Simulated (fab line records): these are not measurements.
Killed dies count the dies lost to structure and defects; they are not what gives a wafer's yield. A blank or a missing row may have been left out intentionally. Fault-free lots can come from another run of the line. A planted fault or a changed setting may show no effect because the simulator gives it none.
One fault seen from 2 desks || flow berkeley-cmos170 || each desk has only its own numbers; what lay behind them comes last

## DESK OF THE TOOL OWNER: wet-bench-02
The tool's own readings at UCB170_NWELL_WET_ETCH_00 (etches SiO2 in dHF, time 200 s): means of the sampled wafers that have a number, for each lot that ran on this tool. Marked OUT: a lot whose mean sits more than 4 standard deviations from the usual mean, which makes it out of limits; the brackets give that distance.
Columns: A = bath-heat-duty-pct at UCB170_NWELL_WET_ETCH_00, usual 6.1 %; B = run-length-s at UCB170_NWELL_WET_ETCH_00, usual 229 s
{"lot": "L196", "first seen here": "day 2 11:49", "A": 6.8, "B": 225}
This desk's finding: nothing out of limits on the one lot.

## AT THE METROLOGY DESK
What the gauges read, lot by lot, whatever tool the lot ran on: means of the sampled wafers that have a number. Marked OUT: a lot whose mean sits more than 4 standard deviations from the usual mean, which makes it out of limits; the brackets give that distance.
Columns: A = START_OXIDE_THK at UCB170_START_THK_MEAS_03, usual 20.1 nm
{"lot": "L196", "first seen here": "day 2 06:20", "A": 19.9}
{"lot": "L202", "first seen here": "day 3 11:22", "A": 20.1}
{"lot": "L211", "first seen here": "day 5 08:41", "A": 20.2}
{"lot": "L212", "first seen here": "day 5 11:56", "A": 20.2}
{"lot": "L215", "first seen here": "day 6 03:11", "A": 20.5}
{"lot": "L216", "first seen here": "day 6 07:19", "A": 20.2}
This desk found nothing out of limits on any of the 6 lots.

## PUT TOGETHER
The tool owner's desk saw nothing out of limits.
Metrology desk: nothing out of limits seen.

## WHAT HAD BEEN PUT IN BY THE SIMULATOR
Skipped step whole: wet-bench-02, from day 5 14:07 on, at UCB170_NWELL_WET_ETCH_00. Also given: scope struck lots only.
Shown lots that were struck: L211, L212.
